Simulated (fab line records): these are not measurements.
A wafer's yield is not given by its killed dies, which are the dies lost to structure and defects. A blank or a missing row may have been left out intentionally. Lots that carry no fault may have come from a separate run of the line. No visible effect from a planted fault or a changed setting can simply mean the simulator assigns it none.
fab line records / flow berkeley-cmos170
record: lots: 13 wafers: 39 last-day: 12
route steps=331 shown NLDD@209 SILICIDE@213 M1@244 V1@256
lots that met no fault: taken from a fault-free run of the same line
start-h: hours from the record's first day to the start of the lot's first wafer shown / wait-h: hours since the lot's step before / " same as the row above / L1.1+2: a single row standing in for several wafers / - no value, or no start given / * or withheld: withheld / < > ~ a bound
route shown NAME@n: NAME is a module with steps in the file, n the number in the route of the first one / usual: the fault-free wafers' mean and standard deviation / same: alike in all rows / chamber/n: place in a boat / sites: readings site by site / _std_site: their standard deviation / _edge_site: the outer-site mean with the inner-site mean subtracted / radius-mm: for every site, how far away it sits from the centre of the wafer / mask NAME#n: copy n / behind: tool/chamber where the wafer was last shaped / hold: reason for holding the lot/hours on hold/outcome of the hold / device: transistor that didn't switch, given as n, p or np / end of line: the same wafers' tests at the end of the route / where a step has no rows: the recipe by itself / killed: dies lost to structure and defects at the first sort, not the wafer's yield / map: per-die view of a wafer (x killed, . not killed, _ where there is no die)
set.NAME: setting as actually run; set.NAME@STEP: the setting as run at that earlier step / model.NAME: the simulator's own value behind a step, which no gauge read
steps of the route over a sample of lots; a table a step, a row a wafer
services: the hour from which a tool's chamber was out of use, counted from the record's first day as start-h (under 0 if before that day), plus the number of hours and why
== steps ==
step: UCB170_SDANNEAL_RS_MEAS_05
recipe: thk-meas-gauge: four-point-probe
usual: NLDD_RS: 616.9/1.5
lot.wafer=L748.1 tool=film-metro-04 chamber=- start-h=146.01 wait-h=0.1 NLDD_RS[ohm/sq]=616.0
lot.wafer=L748.2 tool=film-metro-04 chamber=- start-h=146.01 wait-h=0.1 NLDD_RS[ohm/sq]=615.9
lot.wafer=L748.4 tool=film-metro-04 chamber=- start-h=146.01 wait-h=0.1 NLDD_RS[ohm/sq]=616.7
lot.wafer=L747.1 tool=film-metro-01 chamber=- start-h=146.32 wait-h=0.1 NLDD_RS[ohm/sq]=615.0
lot.wafer=L747.3 tool=film-metro-01 chamber=- start-h=146.32 wait-h=0.1 NLDD_RS[ohm/sq]=617.1
lot.wafer=L747.5 tool=film-metro-01 chamber=- start-h=146.32 wait-h=0.1 NLDD_RS[ohm/sq]=613.9
lot.wafer=L749.4 tool=film-metro-01 chamber=- start-h=147.12 wait-h=0.1 NLDD_RS[ohm/sq]=615.1
lot.wafer=L749.5 tool=film-metro-01 chamber=- start-h=147.12 wait-h=0.1 NLDD_RS[ohm/sq]=617.9
lot.wafer=L749.6 tool=film-metro-01 chamber=- start-h=147.12 wait-h=0.1 NLDD_RS[ohm/sq]=616.6
lot.wafer=L751.2 tool=film-metro-01 chamber=- start-h=158.93 wait-h=0.1 NLDD_RS[ohm/sq]=617.5
lot.wafer=L751.5 tool=film-metro-01 chamber=- start-h=158.93 wait-h=0.1 NLDD_RS[ohm/sq]=617.1
lot.wafer=L751.6 tool=film-metro-01 chamber=- start-h=158.93 wait-h=0.1 NLDD_RS[ohm/sq]=617.3
lot.wafer=L752.1 tool=film-metro-04 chamber=- start-h=170.25 wait-h=0.1 NLDD_RS[ohm/sq]=616.7
lot.wafer=L752.3 tool=film-metro-04 chamber=- start-h=170.25 wait-h=0.1 NLDD_RS[ohm/sq]=616.3
lot.wafer=L752.5 tool=film-metro-04 chamber=- start-h=170.25 wait-h=0.1 NLDD_RS[ohm/sq]=617.6
lot.wafer=L753.3 tool=film-metro-01 chamber=- start-h=170.49 wait-h=0.1 NLDD_RS[ohm/sq]=616.1
lot.wafer=L753.4 tool=film-metro-01 chamber=- start-h=170.49 wait-h=0.1 NLDD_RS[ohm/sq]=617.2
lot.wafer=L753.5 tool=film-metro-01 chamber=- start-h=170.49 wait-h=0.1 NLDD_RS[ohm/sq]=617.3
lot.wafer=L755.2 tool=film-metro-01 chamber=- start-h=174.63 wait-h=0.1 NLDD_RS[ohm/sq]=613.7
lot.wafer=L755.3 tool=film-metro-01 chamber=- start-h=174.63 wait-h=0.1 NLDD_RS[ohm/sq]=614.6
lot.wafer=L755.6 tool=film-metro-01 chamber=- start-h=174.63 wait-h=0.1 NLDD_RS[ohm/sq]=615.0
lot.wafer=L765.1 tool=film-metro-02 chamber=- start-h=217.66 wait-h=0.1 NLDD_RS[ohm/sq]=615.6
lot.wafer=L765.4 tool=film-metro-02 chamber=- start-h=217.66 wait-h=0.1 NLDD_RS[ohm/sq]=617.8
lot.wafer=L765.5 tool=film-metro-02 chamber=- start-h=217.66 wait-h=0.1 NLDD_RS[ohm/sq]=617.4
lot.wafer=L764.1 tool=film-metro-04 chamber=- start-h=226.92 wait-h=0.1 NLDD_RS[ohm/sq]=617.5
lot.wafer=L764.2 tool=film-metro-04 chamber=- start-h=226.92 wait-h=0.1 NLDD_RS[ohm/sq]=616.2
lot.wafer=L764.5 tool=film-metro-04 chamber=- start-h=226.92 wait-h=0.1 NLDD_RS[ohm/sq]=616.8
lot.wafer=L768.4 tool=film-metro-01 chamber=- start-h=241.04 wait-h=0.1 NLDD_RS[ohm/sq]=616.7
lot.wafer=L768.5 tool=film-metro-01 chamber=- start-h=241.04 wait-h=0.1 NLDD_RS[ohm/sq]=616.4
lot.wafer=L768.6 tool=film-metro-01 chamber=- start-h=241.04 wait-h=0.1 NLDD_RS[ohm/sq]=616.9
lot.wafer=L767.1 tool=film-metro-04 chamber=- start-h=242.19 wait-h=0.1 NLDD_RS[ohm/sq]=619.7
lot.wafer=L767.3 tool=film-metro-04 chamber=- start-h=242.19 wait-h=0.1 NLDD_RS[ohm/sq]=619.4
lot.wafer=L767.6 tool=film-metro-04 chamber=- start-h=242.19 wait-h=0.1 NLDD_RS[ohm/sq]=618.6
lot.wafer=L769.2 tool=film-metro-04 chamber=- start-h=250.37 wait-h=0.1 NLDD_RS[ohm/sq]=616.3
lot.wafer=L769.5 tool=film-metro-04 chamber=- start-h=250.37 wait-h=0.1 NLDD_RS[ohm/sq]=616.8
lot.wafer=L769.6 tool=film-metro-04 chamber=- start-h=250.37 wait-h=0.1 NLDD_RS[ohm/sq]=614.6
lot.wafer=L770.1 tool=film-metro-02 chamber=- start-h=255.01 wait-h=0.1 NLDD_RS[ohm/sq]=619.1
lot.wafer=L770.2 tool=film-metro-02 chamber=- start-h=255.01 wait-h=0.1 NLDD_RS[ohm/sq]=619.0
lot.wafer=L770.5 tool=film-metro-02 chamber=- start-h=255.01 wait-h=0.1 NLDD_RS[ohm/sq]=618.1
step: UCB170_SILICIDE_THK_MEAS_03
recipe: thk-meas-gauge: xrf reads: Ti_of_SILICIDE_SPUTTER_01
usual: SILICIDE_TI_THK: 30.4/0.5
lot.wafer=L748.1 tool=film-metro-03 chamber=- start-h=146.40 wait-h=0.1 SILICIDE_TI_THK[nm]=30.6
lot.wafer=L748.2 tool=film-metro-03 chamber=- start-h=146.40 wait-h=0.1 SILICIDE_TI_THK[nm]=30.8
lot.wafer=L748.4 tool=film-metro-03 chamber=- start-h=146.40 wait-h=0.1 SILICIDE_TI_THK[nm]=30.8
lot.wafer=L747.1 tool=film-metro-03 chamber=- start-h=146.66 wait-h=0.1 SILICIDE_TI_THK[nm]=30.3
lot.wafer=L747.3 tool=film-metro-03 chamber=- start-h=146.66 wait-h=0.1 SILICIDE_TI_THK[nm]=30.9
lot.wafer=L747.5 tool=film-metro-03 chamber=- start-h=146.66 wait-h=0.1 SILICIDE_TI_THK[nm]=30.9
lot.wafer=L749.4 tool=film-metro-03 chamber=- start-h=147.43 wait-h=0.1 SILICIDE_TI_THK[nm]=31.0
lot.wafer=L749.5 tool=film-metro-03 chamber=- start-h=147.43 wait-h=0.1 SILICIDE_TI_THK[nm]=30.7
lot.wafer=L749.6 tool=film-metro-03 chamber=- start-h=147.43 wait-h=0.1 SILICIDE_TI_THK[nm]=30.7
lot.wafer=L751.2 tool=film-metro-03 chamber=- start-h=159.26 wait-h=0.1 SILICIDE_TI_THK[nm]=30.7
lot.wafer=L751.5 tool=film-metro-03 chamber=- start-h=159.26 wait-h=0.1 SILICIDE_TI_THK[nm]=30.8
lot.wafer=L751.6 tool=film-metro-03 chamber=- start-h=159.26 wait-h=0.1 SILICIDE_TI_THK[nm]=30.7
lot.wafer=L752.1 tool=film-metro-03 chamber=- start-h=170.59 wait-h=0.1 SILICIDE_TI_THK[nm]=30.6
lot.wafer=L752.3 tool=film-metro-03 chamber=- start-h=170.59 wait-h=0.1 SILICIDE_TI_THK[nm]=30.4
lot.wafer=L752.5 tool=film-metro-03 chamber=- start-h=170.59 wait-h=0.1 SILICIDE_TI_THK[nm]=30.7
lot.wafer=L753.3 tool=film-metro-02 chamber=- start-h=170.80 wait-h=0.1 SILICIDE_TI_THK[nm]=30.7
lot.wafer=L753.4 tool=film-metro-02 chamber=- start-h=170.80 wait-h=0.1 SILICIDE_TI_THK[nm]=30.2
lot.wafer=L753.5 tool=film-metro-02 chamber=- start-h=170.80 wait-h=0.1 SILICIDE_TI_THK[nm]=30.8
lot.wafer=L755.2 tool=film-metro-04 chamber=- start-h=174.96 wait-h=0.1 SILICIDE_TI_THK[nm]=30.7
lot.wafer=L755.3 tool=film-metro-04 chamber=- start-h=174.96 wait-h=0.1 SILICIDE_TI_THK[nm]=30.3
lot.wafer=L755.6 tool=film-metro-04 chamber=- start-h=174.96 wait-h=0.1 SILICIDE_TI_THK[nm]=30.7
lot.wafer=L765.1 tool=film-metro-03 chamber=- start-h=218.00 wait-h=0.1 SILICIDE_TI_THK[nm]=29.4
lot.wafer=L765.4 tool=film-metro-03 chamber=- start-h=218.00 wait-h=0.1 SILICIDE_TI_THK[nm]=29.9
lot.wafer=L765.5 tool=film-metro-03 chamber=- start-h=218.00 wait-h=0.1 SILICIDE_TI_THK[nm]=29.9
lot.wafer=L764.1 tool=film-metro-02 chamber=- start-h=227.26 wait-h=0.1 SILICIDE_TI_THK[nm]=30.2
lot.wafer=L764.2 tool=film-metro-02 chamber=- start-h=227.26 wait-h=0.1 SILICIDE_TI_THK[nm]=30.5
lot.wafer=L764.5 tool=film-metro-02 chamber=- start-h=227.26 wait-h=0.1 SILICIDE_TI_THK[nm]=30.6
lot.wafer=L768.4 tool=film-metro-03 chamber=- start-h=241.35 wait-h=0.1 SILICIDE_TI_THK[nm]=30.3
lot.wafer=L768.5 tool=film-metro-03 chamber=- start-h=241.35 wait-h=0.1 SILICIDE_TI_THK[nm]=30.5
lot.wafer=L768.6 tool=film-metro-03 chamber=- start-h=241.35 wait-h=0.1 SILICIDE_TI_THK[nm]=30.4
lot.wafer=L767.1 tool=film-metro-03 chamber=- start-h=242.52 wait-h=0.1 SILICIDE_TI_THK[nm]=29.3
lot.wafer=L767.3 tool=film-metro-03 chamber=- start-h=242.52 wait-h=0.1 SILICIDE_TI_THK[nm]=29.6
lot.wafer=L767.6 tool=film-metro-03 chamber=- start-h=242.52 wait-h=0.1 SILICIDE_TI_THK[nm]=29.7
lot.wafer=L769.2 tool=film-metro-02 chamber=- start-h=250.69 wait-h=0.1 SILICIDE_TI_THK[nm]=30.6
lot.wafer=L769.5 tool=film-metro-02 chamber=- start-h=250.69 wait-h=0.1 SILICIDE_TI_THK[nm]=30.2
lot.wafer=L769.6 tool=film-metro-02 chamber=- start-h=250.69 wait-h=0.1 SILICIDE_TI_THK[nm]=30.1
lot.wafer=L770.1 tool=film-metro-03 chamber=- start-h=255.34 wait-h=0.1 SILICIDE_TI_THK[nm]=29.6
lot.wafer=L770.2 tool=film-metro-03 chamber=- start-h=255.34 wait-h=0.1 SILICIDE_TI_THK[nm]=29.2
lot.wafer=L770.5 tool=film-metro-03 chamber=- start-h=255.34 wait-h=0.1 SILICIDE_TI_THK[nm]=29.5
step: UCB170_M1_EXPOSE_06
recipe: mask-id: METAL1 target-cd-nm: 700 na: 0.5 sigma-outer: 0.6 source-shape: conventional dose-mj: 21
same: sigma-outer: 0.6
lot.wafer=L748.1+2+4 tool=krf-scanner-01 chamber=0 start-h=153.40 wait-h=- mask=METAL1#0
lot.wafer=L747.1+3+5 tool=krf-scanner-01 chamber=0 start-h=154.10 wait-h=- mask=METAL1#0
lot.wafer=L749.4+5+6 tool=krf-scanner-01 chamber=0 start-h=156.06 wait-h=- mask=METAL1#0
lot.wafer=L751.2+5+6 tool=krf-scanner-01 chamber=0 start-h=169.26 wait-h=- mask=METAL1#0
lot.wafer=L753.3+4+5 tool=krf-scanner-02 chamber=0 start-h=176.52 wait-h=- mask=METAL1#0
lot.wafer=L752.1+3+5 tool=krf-scanner-01 chamber=0 start-h=176.96 wait-h=- mask=METAL1#0
lot.wafer=L755.2+3+6 tool=krf-scanner-01 chamber=0 start-h=181.36 wait-h=- mask=METAL1_R1#0
lot.wafer=L765.1+4+5 tool=krf-scanner-01 chamber=0 start-h=224.75 wait-h=- mask=METAL1#0
lot.wafer=L764.1+2+5 tool=krf-scanner-02 chamber=0 start-h=232.84 wait-h=- mask=METAL1#0
lot.wafer=L768.4+5+6 tool=krf-scanner-02 chamber=0 start-h=247.13 wait-h=- mask=METAL1#0
lot.wafer=L767.1+3+6 tool=krf-scanner-02 chamber=0 start-h=248.34 wait-h=- mask=METAL1#0
lot.wafer=L769.2+5+6 tool=krf-scanner-01 chamber=0 start-h=256.22 wait-h=- mask=METAL1#0
lot.wafer=L770.1+2+5 tool=krf-scanner-01 chamber=0 start-h=261.01 wait-h=- mask=METAL1#0
step: UCB170_M1_CD_MEAS_09
recipe: target-cd-nm: 700
usual: cd-nm: 700.1/1.4
lot.wafer=L748.1 tool=cd-sem-01 chamber=- start-h=154.47 wait-h=- cd-nm=700.5
lot.wafer=L748.2 tool=cd-sem-01 chamber=- start-h=154.47 wait-h=- cd-nm=700.4
lot.wafer=L748.4 tool=cd-sem-01 chamber=- start-h=154.47 wait-h=- cd-nm=698.4
lot.wafer=L747.1 tool=cd-sem-01 chamber=- start-h=155.10 wait-h=- cd-nm=699.0
lot.wafer=L747.3 tool=cd-sem-01 chamber=- start-h=155.10 wait-h=- cd-nm=697.6
lot.wafer=L747.5 tool=cd-sem-01 chamber=- start-h=155.10 wait-h=- cd-nm=698.0
lot.wafer=L749.4 tool=cd-sem-02 chamber=- start-h=157.14 wait-h=- cd-nm=702.2
lot.wafer=L749.5 tool=cd-sem-02 chamber=- start-h=157.14 wait-h=- cd-nm=702.1
lot.wafer=L749.6 tool=cd-sem-02 chamber=- start-h=157.14 wait-h=- cd-nm=702.0
lot.wafer=L751.2 tool=cd-sem-01 chamber=- start-h=170.43 wait-h=- cd-nm=699.9
lot.wafer=L751.5 tool=cd-sem-01 chamber=- start-h=170.43 wait-h=- cd-nm=698.3
lot.wafer=L751.6 tool=cd-sem-01 chamber=- start-h=170.43 wait-h=- cd-nm=697.7
lot.wafer=L753.3 tool=cd-sem-02 chamber=- start-h=176.91 wait-h=- cd-nm=699.1
lot.wafer=L753.4 tool=cd-sem-02 chamber=- start-h=176.91 wait-h=- cd-nm=700.0
lot.wafer=L753.5 tool=cd-sem-02 chamber=- start-h=176.91 wait-h=- cd-nm=700.6
lot.wafer=L752.1 tool=cd-sem-01 chamber=- start-h=177.43 wait-h=- cd-nm=699.7
lot.wafer=L752.3 tool=cd-sem-01 chamber=- start-h=177.43 wait-h=- cd-nm=700.0
lot.wafer=L752.5 tool=cd-sem-01 chamber=- start-h=177.43 wait-h=- cd-nm=699.5
lot.wafer=L755.2 tool=cd-sem-02 chamber=- start-h=181.75 wait-h=- cd-nm=617.8
lot.wafer=L755.3 tool=cd-sem-02 chamber=- start-h=181.75 wait-h=- cd-nm=617.1
lot.wafer=L755.6 tool=cd-sem-02 chamber=- start-h=181.75 wait-h=- cd-nm=617.3
lot.wafer=L765.1 tool=cd-sem-02 chamber=- start-h=225.35 wait-h=- cd-nm=701.0
lot.wafer=L765.4 tool=cd-sem-02 chamber=- start-h=225.35 wait-h=- cd-nm=700.1
lot.wafer=L765.5 tool=cd-sem-02 chamber=- start-h=225.35 wait-h=- cd-nm=701.2
lot.wafer=L764.1 tool=cd-sem-02 chamber=- start-h=233.24 wait-h=- cd-nm=699.5
lot.wafer=L764.2 tool=cd-sem-02 chamber=- start-h=233.24 wait-h=- cd-nm=700.7
lot.wafer=L764.5 tool=cd-sem-02 chamber=- start-h=233.24 wait-h=- cd-nm=698.8
lot.wafer=L768.4 tool=cd-sem-01 chamber=- start-h=247.52 wait-h=- cd-nm=701.1
lot.wafer=L768.5 tool=cd-sem-01 chamber=- start-h=247.52 wait-h=- cd-nm=701.2
lot.wafer=L768.6 tool=cd-sem-01 chamber=- start-h=247.52 wait-h=- cd-nm=701.2
lot.wafer=L767.1 tool=cd-sem-01 chamber=- start-h=248.73 wait-h=- cd-nm=700.8
lot.wafer=L767.3 tool=cd-sem-01 chamber=- start-h=248.73 wait-h=- cd-nm=702.5
lot.wafer=L767.6 tool=cd-sem-01 chamber=- start-h=248.73 wait-h=- cd-nm=700.9
lot.wafer=L769.2 tool=cd-sem-02 chamber=- start-h=256.62 wait-h=- cd-nm=698.7
lot.wafer=L769.5 tool=cd-sem-02 chamber=- start-h=256.62 wait-h=- cd-nm=700.0
lot.wafer=L769.6 tool=cd-sem-02 chamber=- start-h=256.62 wait-h=- cd-nm=699.4
lot.wafer=L770.1 tool=cd-sem-02 chamber=- start-h=261.40 wait-h=- cd-nm=699.9
lot.wafer=L770.2 tool=cd-sem-02 chamber=- start-h=261.40 wait-h=- cd-nm=699.8
lot.wafer=L770.5 tool=cd-sem-02 chamber=- start-h=261.40 wait-h=- cd-nm=701.9
step: UCB170_V1_CMP_02
recipe: material: SiO2 down-force-psi: 6 platen-rpm: 60 pad-velocity-m-s: 0.75398
usual: motor-current-A: 15.6/1.9 platen-rpm: 60.00/0.034 slurry-filter-dp-kPa: 13.50/0.14
lot.wafer=L747.3 tool=cmp-02 chamber=3 start-h=158.06 wait-h=0.0 motor-current-A=15.7 platen-rpm=60.06 slurry-filter-dp-kPa=13.31
lot.wafer=L747.1 tool=cmp-02 chamber=1 start-h=158.06 wait-h=0.0 motor-current-A=13.6 platen-rpm=59.96 slurry-filter-dp-kPa=13.55
lot.wafer=L747.5 tool=cmp-02 chamber=0 start-h=158.06 wait-h=0.0 motor-current-A=16.0 platen-rpm=59.99 slurry-filter-dp-kPa=13.12
lot.wafer=L748.1 tool=cmp-01 chamber=2 start-h=158.11 wait-h=0.1 motor-current-A=13.2 platen-rpm=59.98 slurry-filter-dp-kPa=13.26
lot.wafer=L748.2 tool=cmp-01 chamber=3 start-h=158.11 wait-h=0.1 motor-current-A=16.7 platen-rpm=59.99 slurry-filter-dp-kPa=13.50
lot.wafer=L748.4 tool=cmp-01 chamber=0 start-h=158.11 wait-h=0.1 motor-current-A=15.7 platen-rpm=59.98 slurry-filter-dp-kPa=13.42
lot.wafer=L749.4 tool=cmp-01 chamber=1 start-h=160.59 wait-h=0.2 motor-current-A=14.6 platen-rpm=59.95 slurry-filter-dp-kPa=13.78
lot.wafer=L749.5 tool=cmp-01 chamber=2 start-h=160.59 wait-h=0.2 motor-current-A=13.1 platen-rpm=59.98 slurry-filter-dp-kPa=13.37
lot.wafer=L749.6 tool=cmp-01 chamber=3 start-h=160.59 wait-h=0.2 motor-current-A=16.5 platen-rpm=60.06 slurry-filter-dp-kPa=13.51
lot.wafer=L751.2 tool=cmp-02 chamber=3 start-h=176.71 wait-h=0.1 motor-current-A=15.9 platen-rpm=60.05 slurry-filter-dp-kPa=13.58
lot.wafer=L751.5 tool=cmp-02 chamber=1 start-h=176.71 wait-h=0.1 motor-current-A=14.5 platen-rpm=59.94 slurry-filter-dp-kPa=13.68
lot.wafer=L751.6 tool=cmp-02 chamber=2 start-h=176.71 wait-h=0.1 motor-current-A=19.7 platen-rpm=59.96 slurry-filter-dp-kPa=13.46
lot.wafer=L752.1 tool=cmp-01 chamber=0 start-h=182.33 wait-h=0.1 motor-current-A=15.2 platen-rpm=60.03 slurry-filter-dp-kPa=13.57
lot.wafer=L752.3 tool=cmp-01 chamber=3 start-h=182.33 wait-h=0.1 motor-current-A=16.1 platen-rpm=59.99 slurry-filter-dp-kPa=13.52
lot.wafer=L752.5 tool=cmp-01 chamber=0 start-h=182.33 wait-h=0.1 motor-current-A=15.6 platen-rpm=60.03 slurry-filter-dp-kPa=13.44
lot.wafer=L753.4 tool=cmp-02 chamber=3 start-h=182.33 wait-h=0.0 motor-current-A=15.2 platen-rpm=60.00 slurry-filter-dp-kPa=13.36
lot.wafer=L753.3 tool=cmp-02 chamber=0 start-h=182.33 wait-h=0.0 motor-current-A=17.1 platen-rpm=60.02 slurry-filter-dp-kPa=13.24
lot.wafer=L753.5 tool=cmp-02 chamber=3 start-h=182.33 wait-h=0.0 motor-current-A=15.7 platen-rpm=60.07 slurry-filter-dp-kPa=13.49
lot.wafer=L755.3 tool=cmp-01 chamber=3 start-h=186.19 wait-h=0.1 motor-current-A=15.3 platen-rpm=59.99 slurry-filter-dp-kPa=13.71
lot.wafer=L755.2 tool=cmp-01 chamber=0 start-h=186.19 wait-h=0.1 motor-current-A=14.7 platen-rpm=59.97 slurry-filter-dp-kPa=13.56
lot.wafer=L755.6 tool=cmp-01 chamber=2 start-h=186.19 wait-h=0.1 motor-current-A=13.2 platen-rpm=59.97 slurry-filter-dp-kPa=13.28
lot.wafer=L765.1 tool=cmp-02 chamber=0 start-h=231.89 wait-h=0.2 motor-current-A=16.6 platen-rpm=60.05 slurry-filter-dp-kPa=13.62
lot.wafer=L765.4 tool=cmp-02 chamber=3 start-h=231.89 wait-h=0.2 motor-current-A=15.6 platen-rpm=60.00 slurry-filter-dp-kPa=13.61
lot.wafer=L765.5 tool=cmp-02 chamber=0 start-h=231.89 wait-h=0.2 motor-current-A=17.1 platen-rpm=59.99 slurry-filter-dp-kPa=13.59
lot.wafer=L764.2 tool=cmp-02 chamber=3 start-h=239.46 wait-h=0.2 motor-current-A=16.2 platen-rpm=60.03 slurry-filter-dp-kPa=13.54
lot.wafer=L764.1 tool=cmp-02 chamber=0 start-h=239.46 wait-h=0.2 motor-current-A=16.6 platen-rpm=59.99 slurry-filter-dp-kPa=13.32
lot.wafer=L764.5 tool=cmp-02 chamber=2 start-h=239.46 wait-h=0.2 motor-current-A=20.1 platen-rpm=59.94 slurry-filter-dp-kPa=13.50
lot.wafer=L767.1 tool=cmp-02 chamber=1 start-h=252.87 wait-h=0.1 motor-current-A=14.1 platen-rpm=59.94 slurry-filter-dp-kPa=13.59
lot.wafer=L767.3 tool=cmp-02 chamber=2 start-h=252.87 wait-h=0.1 motor-current-A=20.1 platen-rpm=60.03 slurry-filter-dp-kPa=13.48
lot.wafer=L767.6 tool=cmp-02 chamber=0 start-h=252.87 wait-h=0.1 motor-current-A=16.3 platen-rpm=59.98 slurry-filter-dp-kPa=13.35
lot.wafer=L768.4 tool=cmp-01 chamber=0 start-h=252.92 wait-h=0.2 motor-current-A=15.4 platen-rpm=60.05 slurry-filter-dp-kPa=13.54
lot.wafer=L768.5 tool=cmp-01 chamber=1 start-h=252.92 wait-h=0.2 motor-current-A=14.1 platen-rpm=60.03 slurry-filter-dp-kPa=13.70
lot.wafer=L768.6 tool=cmp-01 chamber=2 start-h=252.92 wait-h=0.2 motor-current-A=13.4 platen-rpm=59.99 slurry-filter-dp-kPa=13.41
lot.wafer=L769.2 tool=cmp-01 chamber=3 start-h=261.09 wait-h=0.1 motor-current-A=17.2 platen-rpm=59.93 slurry-filter-dp-kPa=13.44
lot.wafer=L769.6 tool=cmp-01 chamber=2 start-h=261.09 wait-h=0.1 motor-current-A=13.6 platen-rpm=59.99 slurry-filter-dp-kPa=13.70
lot.wafer=L769.5 tool=cmp-01 chamber=3 start-h=261.09 wait-h=0.1 motor-current-A=15.6 platen-rpm=60.01 slurry-filter-dp-kPa=13.61
lot.wafer=L770.1 tool=cmp-02 chamber=2 start-h=265.20 wait-h=0.1 motor-current-A=19.9 platen-rpm=60.02 slurry-filter-dp-kPa=13.76
lot.wafer=L770.2 tool=cmp-02 chamber=3 start-h=265.20 wait-h=0.1 motor-current-A=15.8 platen-rpm=59.97 slurry-filter-dp-kPa=13.59
lot.wafer=L770.5 tool=cmp-02 chamber=2 start-h=265.20 wait-h=0.1 motor-current-A=18.7 platen-rpm=59.97 slurry-filter-dp-kPa=13.50
== services ==
tool=krf-scanner-02 chamber=- start-h=156.34 hours=1.3 kind=pm
tool=cmp-01 chamber=- start-h=171.09 hours=7.7 kind=repair
tool=krf-scanner-02 chamber=- start-h=208.04 hours=4.0 kind=pm
tool=krf-scanner-02 chamber=0 start-h=210.17 hours=- kind=calibration
tool=cmp-01 chamber=- start-h=232.19 hours=4.0 kind=pm
tool=cmp-01 chamber=- start-h=236.19 hours=- kind=consumable-replace:conditioner
tool=cmp-01 chamber=- start-h=236.19 hours=- kind=consumable-replace:pad
tool=krf-scanner-01 chamber=- start-h=239.72 hours=0.1 kind=repair
tool=krf-scanner-02 chamber=- start-h=261.49 hours=0.8 kind=pm
tool=krf-scanner-02 chamber=- start-h=262.86 hours=1.0 kind=pm
== key ==
first-sign: step: UCB170_M1_EXPOSE_06 reading: mask direction: changed
effect: step: UCB170_M1_CD_MEAS_09 reading: cd-nm direction: down sigmas: 58 usual: 700.1 struck: 617.4
met-at UCB170_M1_EXPOSE_06
struck-lots L755
sort-left-out L755.2,L755.3,L755.6
not-acting-at UCB170_SDANNEAL_RS_MEAS_05,UCB170_SILICIDE_THK_MEAS_03,UCB170_V1_CMP_02
onset-between 176.96 181.36
fault: kind: wrong-mask tool: any chamber: - onset-h: 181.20 steps: UCB170_M1_EXPOSE_06 aux-copy: METAL1_R1#0 cd-offset-nm: -84 scope: struck-lots-only
sort-left-out: the simulated sort isn't trusted on such a fault, so these wafers' sort isn't shown, and their yield isn't known
